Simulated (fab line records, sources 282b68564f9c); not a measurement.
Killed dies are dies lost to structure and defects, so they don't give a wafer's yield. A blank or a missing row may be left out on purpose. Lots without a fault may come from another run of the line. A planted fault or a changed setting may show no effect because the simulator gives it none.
fab line records | flow rit_cmos
record lots=6 wafers=18 last_day=7
route steps=202 shown CONTACT@183 M1@184
lots that met no fault: from a run of the same line without faults
start_h: hours from the record's first day to the start of the lot's first wafer shown | wait_h: hours since the lot's step before | " the same as in the row above | L1.1+2: a row that stands for several wafers | - no value, or no start given | * or withheld: withheld | < > ~ a bound
route shown NAME@n: a module of which the file shows steps, and the number in the route of the first | usual: mean/standard deviation of fault-free wafers | same: alike in all rows | chamber/n: place in a boat | sites: the reading at each site | _std_site: their standard deviation | _edge_site: outer sites' mean less inner sites' | radius_mm: how far each site lies from the wafer's centre | mask NAME#n: copy n | behind: the tool/chamber that last shaped the wafer | hold: why the lot was held/for how many hours/how that ended | device: the transistor (n, p or np) that didn't switch | end of line: the same wafers' tests at the end of the route | a step without rows: its recipe alone | killed: dies lost to structure and defects at the first sort, not the wafer's yield | map: a wafer's dies, x killed, . not, _ none there
set.NAME: the setting as run; set.NAME@STEP: as run at that earlier step | model.NAME: the simulator's own value behind a step, which no gauge read
lots at some steps of the route; a table a step, a row a wafer
services: from which hour (start_h, from the record's first day; less than 0 if before it) a tool's chamber was out of use, for how many hours, and why
## steps
# step RIT_CONTACT_CLEAN_14
# recipe chemistry=SC2 mix=3:3:50 time_s=600 temp_c=75 dry=n2_spin
# step RIT_M1_SPUTTER_00
# recipe material=Al target_thk_nm=400 power_w=1978 chamber_pressure_pa=0.4 gas=Ar time_s=500 substrate_temp_c=25
# usual chamber_pressure_pa=0.3999/0.00073 throttle_valve_pct=30.1/1
# columns lot.wafer tool chamber start_h wait_h chamber_pressure_pa throttle_valve_pct
L415.1 pvd_sputter-03 - 72.36 0.0 0.4005 30.4
L415.3 " - " " 0.3996 30.9
L415.6 " - " " 0.3995 29.7
L420.1 pvd_sputter-01 - 93.63 0.0 0.3999 30.0
L420.2 " - " " 0.3992 29.1
L420.4 " - " " 0.4009 28.6
L426.1 pvd_sputter-01 - 123.69 0.0 0.3995 32.1
L426.2 " - " " 0.4006 30.5
L426.3 " - " " 0.4000 29.0
L427.2 pvd_sputter-03 - 127.19 0.0 0.3998 29.4
L427.3 " - " " 0.4006 29.4
L427.4 " - " " 0.4000 30.3
L432.1 pvd_sputter-01 - 152.97 0.0 0.3991 29.2
L432.2 " - " " 0.3990 30.2
L432.4 " - " " 0.3988 32.1
L435.1 pvd_sputter-03 - 172.97 0.0 0.3983 29.8
L435.2 " - " " 0.4003 30.4
L435.5 " - " " 0.3985 29.8
# step RIT_M1_RS_MEAS_01
# recipe thk_meas_gauge=four-point-probe reads=Al_of_M1_SPUTTER_00
# usual M1_AL_RS=0.0743/0.00076
# columns lot.wafer tool chamber start_h wait_h M1_AL_RS[ohm/sq]
L415.1 film_metro-01 - 72.65 0.1 0.0744
L415.3 " - " " 0.0743
L415.6 " - " " 0.0740
L420.1 film_metro-01 - 93.93 0.1 0.0732
L420.2 " - " " 0.0741
L420.4 " - " " 0.0737
L426.1 film_metro-01 - 123.98 0.1 0.0741
L426.2 " - " " 0.0749
L426.3 " - " " 0.0747
L427.2 film_metro-02 - 127.50 0.2 0.0731
L427.3 " - " " 0.0735
L427.4 " - " " 0.0727
L432.1 film_metro-01 - 153.26 0.1 0.0734
L432.2 " - " " 0.0731
L432.4 " - " " 0.0732
L435.1 film_metro-01 - 173.26 0.1 0.0742
L435.2 " - " " 0.0742
L435.5 " - " " 0.0742
# step RIT_M1_THK_MEAS_02
# recipe thk_meas_gauge=xrf reads=Al_of_M1_SPUTTER_00
# usual M1_AL_THK=391/4.2
# columns lot.wafer tool chamber start_h wait_h M1_AL_THK[nm]
L415.1 film_metro-01 - 72.77 0.1 392
L415.3 " - " " 390
L415.6 " - " " 393
L420.1 film_metro-01 - 94.05 0.1 397
L420.2 " - " " 391
L420.4 " - " " 395
L426.1 film_metro-01 - 124.10 0.1 388
L426.2 " - " " 387
L426.3 " - " " 390
L427.2 film_metro-02 - 127.61 0.1 398
L427.3 " - " " 395
L427.4 " - " " 397
L432.1 film_metro-01 - 153.38 0.1 394
L432.2 " - " " 396
L432.4 " - " " 394
L435.1 film_metro-01 - 173.38 0.1 390
L435.2 " - " " 389
L435.5 " - " " 393
# step RIT_M1_HMDS_03
# recipe prime_time_s=60 prime_temp_c=140
# step RIT_M1_COAT_04
# recipe resist=NOVOLAK spin_rpm=2000 resist_thk_nm=1300
# step RIT_M1_SOFTBAKE_05
# recipe resist=NOVOLAK temp_c=90 time_s=60
# step RIT_M1_EXPOSE_06
# recipe mask_id=M12 na=0.6 source_shape=conventional sigma_outer=0.5 target_cd_nm=2600 dose_mj=250
# step RIT_M1_PEB_07
# recipe resist=NOVOLAK temp_c=withheld time_s=withheld
# step RIT_M1_DEVELOP_08
# recipe resist=NOVOLAK develop_time_s=68 dev_temp_c=23
# step RIT_M1_CD_MEAS_09
# recipe target_cd_nm=2600
# usual cd_nm=2599.6/1.7
# columns lot.wafer tool chamber start_h wait_h cd_nm
L415.1 cd_sem-02 - 73.84 - 2597.9
L415.3 " - " " 2595.7
L415.6 " - " " 2596.2
L420.1 cd_sem-01 - 95.11 - 2599.4
L420.2 " - " " 2599.9
L420.4 " - " " 2597.7
L426.1 cd_sem-02 - 125.13 - 2601.7
L426.2 " - " " 2600.9
L426.3 " - " " 2601.7
L427.2 cd_sem-02 - 128.56 - 2597.7
L427.3 " - " " 2596.4
L427.4 " - " " 2596.1
L432.1 cd_sem-02 - 154.32 - 2600.5
L432.2 " - " " 2600.0
L432.4 " - " " 2598.5
L435.1 cd_sem-01 - 174.32 - 2599.9
L435.2 " - " " 2599.8
L435.5 " - " " 2601.3
# step RIT_M1_OVL_MEAS_10
# usual M1_OVL=0.9/1.5
# columns lot.wafer tool chamber start_h wait_h M1_OVL[nm]
L415.1 overlay-01 - 73.96 0.1 1.7
L415.3 " - " " 0.4
L415.6 " - " " 3.2
L420.1 overlay-02 - 95.23 0.1 0.2
L420.2 " - " " -0.4
L420.4 " - " " 0.9
L426.1 overlay-02 - 125.25 0.1 -1.0
L426.2 " - " " 0.8
L426.3 " - " " 0.6
L427.2 overlay-01 - 128.67 0.1 3.6
L427.3 " - " " 3.5
L427.4 " - " " 2.9
L432.1 overlay-02 - 154.44 0.1 0.5
L432.2 " - " " 1.8
L432.4 " - " " 1.5
L435.1 overlay-02 - 174.44 0.1 -0.6
L435.2 " - " " 1.0
L435.5 " - " " 0.6
# step RIT_M1_HARDBAKE_11
# recipe resist=NOVOLAK temp_c=140 time_s=120
# usual heater_power_total_W=52.03/0.064 plate_temp_C=139.97/0.15
# columns lot.wafer tool chamber start_h wait_h heater_power_total_W plate_temp_C model.NOVOLAK_of_M1_COAT_04.thk_nm
L415.1 litho_track-04 0 73.99 0.0 51.98 140.07 1130
L415.3 " 0 " " 52.08 139.83 1131
L415.6 " 0 " " 51.92 139.91 1132
L420.1 litho_track-01 0 95.27 0.0 52.14 140.27 1141
L420.2 " 0 " " 52.02 140.19 1143
L420.4 " 0 " " 51.95 140.25 1144
L426.1 litho_track-01 0 125.29 0.0 42.77 120.49 1185
L426.2 " 0 " " 42.75 120.56 1186
L426.3 " 0 " " 42.73 120.36 1183
L427.2 litho_track-01 0 128.74 0.1 42.78 120.80 1184
L427.3 " 0 " " 42.81 120.56 1187
L427.4 " 0 " " 42.81 120.63 1182
L432.1 litho_track-02 0 154.48 0.0 51.93 140.19 1133
L432.2 " 0 " " 52.03 140.00 1133
L432.4 " 0 " " 52.00 140.14 1130
L435.1 litho_track-04 0 174.48 0.0 52.04 139.83 1139
L435.2 " 0 " " 52.08 139.70 1144
L435.5 " 0 " " 52.18 139.89 1141
# step RIT_M1_METAL_ETCH_12
# recipe stop_on=SiO2 chemistry=Cl2/BCl3 target=Al time_s=165 over_etch_frac=0.5 pressure_mtorr=98.29 target_depth_a=6000 rf_w=250 Cl2_flow_sccm=60 bcl3_flow_sccm=50
# usual drypump_motor_current_A=5.8/0.35 oes_product_au=0.774/0.014 throttle_valve_pct=8.43/0.095
# columns lot.wafer tool chamber start_h wait_h drypump_motor_current_A oes_product_au rf_hours_counter_h throttle_valve_pct model.NOVOLAK_of_M1_COAT_04.thk_nm
L415.1 rie_metal-04 0 74.24 0.2 5.8 0.764 4.0 8.43 791.5
L415.3 " 1 " " 5.2 0.780 - 8.46 795.5
L415.6 " 0 " " 5.8 0.759 - 8.43 793.9
L420.1 rie_metal-01 0 95.52 0.2 5.7 0.792 2.5 8.43 809.8
L420.2 " 1 " " 6.3 0.758 2.5 8.45 804.9
L420.4 " 1 " " 6.3 0.762 - 8.46 807
L426.1 rie_metal-01 1 125.54 0.2 6.3 0.752 2.9 8.47 852.5
L426.2 " 0 " " 5.7 0.786 2.9 8.42 859.5
L426.3 " 0 " " 5.7 0.785 - 8.42 858.2
L427.2 rie_metal-04 1 128.95 0.2 5.2 0.783 5.0 8.44 849.3
L427.3 " 0 " " 5.8 0.764 - 8.43 852.3
L427.4 " 1 " " 5.2 0.791 - 8.44 847.5
L432.1 rie_metal-01 1 154.73 0.2 6.3 0.757 3.2 8.46 798.4
L432.2 " 0 " " 5.7 0.802 3.2 8.42 804.3
L432.4 " 0 " " 5.7 0.795 - 8.42 805.6
L435.1 rie_metal-01 0 174.73 0.2 5.7 0.795 3.4 8.43 811.9
L435.2 " 1 " " 6.3 0.761 3.4 8.47 808.8
L435.5 " 1 " " 6.3 0.757 - 8.47 804.8
# step RIT_M1_STRIP_13
# recipe chemistry=nmp resist=NOVOLAK temp_c=80 time_s=600 dry=n2_spin
# step RIT_M1_PROBE_99
# usual defect_limited_yield=97.4/1.1 killed_at_M0_to_M3=0.0/0.2 killed_at_front_end=6.7/2.9 killed_dies=6.8/2.9 killed_open=3.3/1.7 killed_short=3.4/2.1 sort_bin_3_pad_short=0.1/0.2 sort_bin_5_function=1.5/0.76 sort_bin_6_memory=1.0/0.65 sort_n_pass=257.2/2.9 sort_yield_pct=97.4/1.1
# same gross_dies=264 killed_at_M4_up=0 killed_at_back_side=0 killed_at_contacts=0 killed_at_other=0
# columns lot.wafer tool chamber start_h wait_h defect_limited_yield[%] killed_at_M0_to_M3 killed_at_front_end killed_dies killed_open killed_short sort_bin_3_pad_short[%] sort_bin_5_function[%] sort_bin_6_memory[%] sort_n_pass sort_yield_pct[%]
L415.1 prober-01 - 76.49 0.1 97.0 0 8 8 2 6 0 1.9 1.1 256.0 97.0
L415.3 prober-01 - 76.59 0.2 95.8 1 10 11 7 4 0 2.3 1.9 253.0 95.8
L415.6 prober-01 - 76.74 0.2 98.5 0 4 4 2 2 0 0.8 0.8 260.0 98.5
L420.1 prober-02 - 98.43 0.1 95.1 0 13 13 6 7 0.4 3.4 1.1 251.0 95.1
L420.2 prober-02 - 98.48 0.1 99.2 0 2 2 1 1 0 0.4 0.4 262.0 99.2
L420.4 prober-02 - 98.58 0.2 96.2 1 9 10 6 4 0.4 2.3 1.1 254.0 96.2
L426.1 prober-02 - 128.44 0.1 98.5 0 4 4 3 1 0 0.4 1.1 260.0 98.5
L426.2 prober-02 - 128.49 0.1 97.7 0 6 6 1 5 0.8 0.4 1.1 258.0 97.7
L426.3 prober-02 - 128.54 0.2 97.3 0 7 7 4 3 0.4 2.3 0 257.0 97.3
L427.2 prober-01 - 131.45 0.1 98.9 0 3 3 0 3 0 0.8 0.4 261.0 98.9
L427.3 prober-01 - 131.50 0.2 97.3 0 7 7 4 3 0 1.5 1.1 257.0 97.3
L427.4 prober-01 - 131.55 0.2 97.3 0 7 7 4 3 0 2.3 0.4 257.0 97.3
L432.1 prober-02 - 156.98 0.1 97.0 0 8 8 3 5 0 1.9 1.1 256.0 97.0
L432.2 prober-02 - 157.03 0.1 96.2 0 10 10 7 3 0 3.0 0.8 254.0 96.2
L432.4 prober-02 - 157.13 0.2 97.7 0 6 6 4 2 0.4 1.1 0.8 258.0 97.7
L435.1 prober-01 - 177.14 0.1 98.1 0 5 5 2 3 0 1.9 0 259.0 98.1
L435.2 prober-01 - 177.19 0.1 95.5 0 12 12 4 8 0 2.3 2.3 252.0 95.5
L435.5 prober-01 - 177.34 0.2 96.6 0 9 9 4 5 0.4 1.5 1.5 255.0 96.6
# killed by level:class
L415.1 GATE:geometric_particle:short=4 FOX2:geometric_particle:open=1 REOX:geometric_particle:short=1 REOX:geometric_particle:open=1 SILICIDE:geometric_particle:short=1
L415.3 GATE:geometric_particle:short=4 GATE:geometric_particle:open=3 FOX1:geometric_particle:open=2 FOX2:geometric_particle:open=1 M1:geometric_particle:open=1
L415.6 GATE:geometric_particle:open=2 GATE:geometric_particle:short=2
L420.1 SPACER:geometric_particle:open=4 SPACER:geometric_particle:short=3 FOX1:geometric_particle:short=2 GATE:geometric_particle:open=2 GATE:geometric_particle:short=1 REOX:geometric_particle:short=1
L420.2 REOX:geometric_particle:open=1 SILICIDE:geometric_particle:short=1
L420.4 GATE:geometric_particle:open=3 GATE:geometric_particle:short=3 SPACER:geometric_particle:open=2 REOX:geometric_particle:open=1 M1:geometric_particle:short=1
L426.1 GATE:geometric_particle:open=3 GATE:geometric_particle:short=1
L426.2 GATE:geometric_particle:short=3 FOX1:geometric_particle:short=1 GATE:geometric_particle:open=1 SILICIDE:geometric_particle:short=1
L426.3 GATE:geometric_particle:open=2 FOX1:geometric_particle:short=1 GATE:geometric_particle:short=1 REOX:geometric_particle:open=1 REOX:geometric_particle:short=1 SILICIDE:geometric_particle:open=1
L427.2 GATE:geometric_particle:short=2 FOX2:geometric_particle:short=1
L427.3 GATE:geometric_particle:short=2 FOX2:geometric_particle:open=1 GATE:geometric_particle:open=1 REOX:geometric_particle:open=1 SILICIDE:geometric_particle:short=1 SILICIDE:geometric_particle:open=1
L427.4 GATE:geometric_particle:open=2 GATE:geometric_particle:short=1 REOX:geometric_particle:short=1 SPACER:geometric_particle:open=1 SPACER:geometric_particle:short=1 SILICIDE:geometric_particle:open=1
L432.1 REOX:geometric_particle:short=2 SPACER:geometric_particle:short=2 FOX1:geometric_particle:open=1 GATE:geometric_particle:short=1 SPACER:geometric_particle:open=1 SILICIDE:geometric_particle:open=1
L432.2 GATE:geometric_particle:open=3 FOX1:geometric_particle:short=1 FOX1:geometric_particle:open=1 FOX2:geometric_particle:short=1 GATE:geometric_particle:short=1 REOX:geometric_particle:open=1 SPACER:geometric_particle:open=1 SILICIDE:geometric_particle:open=1
L432.4 FOX1:geometric_particle:short=1 FOX2:geometric_particle:open=1 REOX:geometric_particle:open=1 REOX:geometric_particle:short=1 SPACER:geometric_particle:open=1 SILICIDE:geometric_particle:open=1
L435.1 REOX:geometric_particle:short=2 SPACER:geometric_particle:open=2 GATE:geometric_particle:short=1
L435.2 GATE:geometric_particle:short=4 REOX:geometric_particle:short=2 SILICIDE:geometric_particle:open=2 FOX1:geometric_particle:open=1 FOX2:geometric_particle:short=1 GATE:geometric_particle:open=1 SILICIDE:geometric_particle:short=1
L435.5 GATE:geometric_particle:short=2 SPACER:geometric_particle:open=2 FOX1:geometric_particle:short=1 FOX1:geometric_particle:open=1 REOX:geometric_particle:short=1 REOX:geometric_particle:open=1 SPACER:geometric_particle:short=1
## services
# columns tool chamber start_h hours kind
pvd_sputter-03 - 49.02 1.1 repair
rie_metal-04 0 66.78 3.4 repair
pvd_sputter-01 - 85.01 2.2 repair
pvd_sputter-03 - 110.40 2.4 repair
pvd_sputter-01 - 115.29 4.9 repair
## key
first_sign step=RIT_M1_HARDBAKE_11 reading=heater_power_total_W direction=down sigmas=99+ usual=52.03 struck=42.78
effect step=RIT_M1_HARDBAKE_11 reading=plate_temp_C direction=down sigmas=99+ usual=* struck=*
model_effect step=RIT_M1_HARDBAKE_11 value=NOVOLAK_of_M1_COAT_04.thk_nm without=1136 struck=1184
model_effect step=RIT_M1_METAL_ETCH_12 value=NOVOLAK_of_M1_COAT_04.thk_nm without=804.7 struck=853.2
met_at RIT_M1_HARDBAKE_11
struck_wafers L426.1,L426.2,L426.3,L427.2,L427.3,L427.4
onset_between 95.27 125.29
fault kind=process_parameter_drift tool=litho_track-01 chamber=- onset_h=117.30 steps=RIT_M1_HARDBAKE_11 channel=temp_c offset=* shape=step end_h=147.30 acts_in=* stated=*
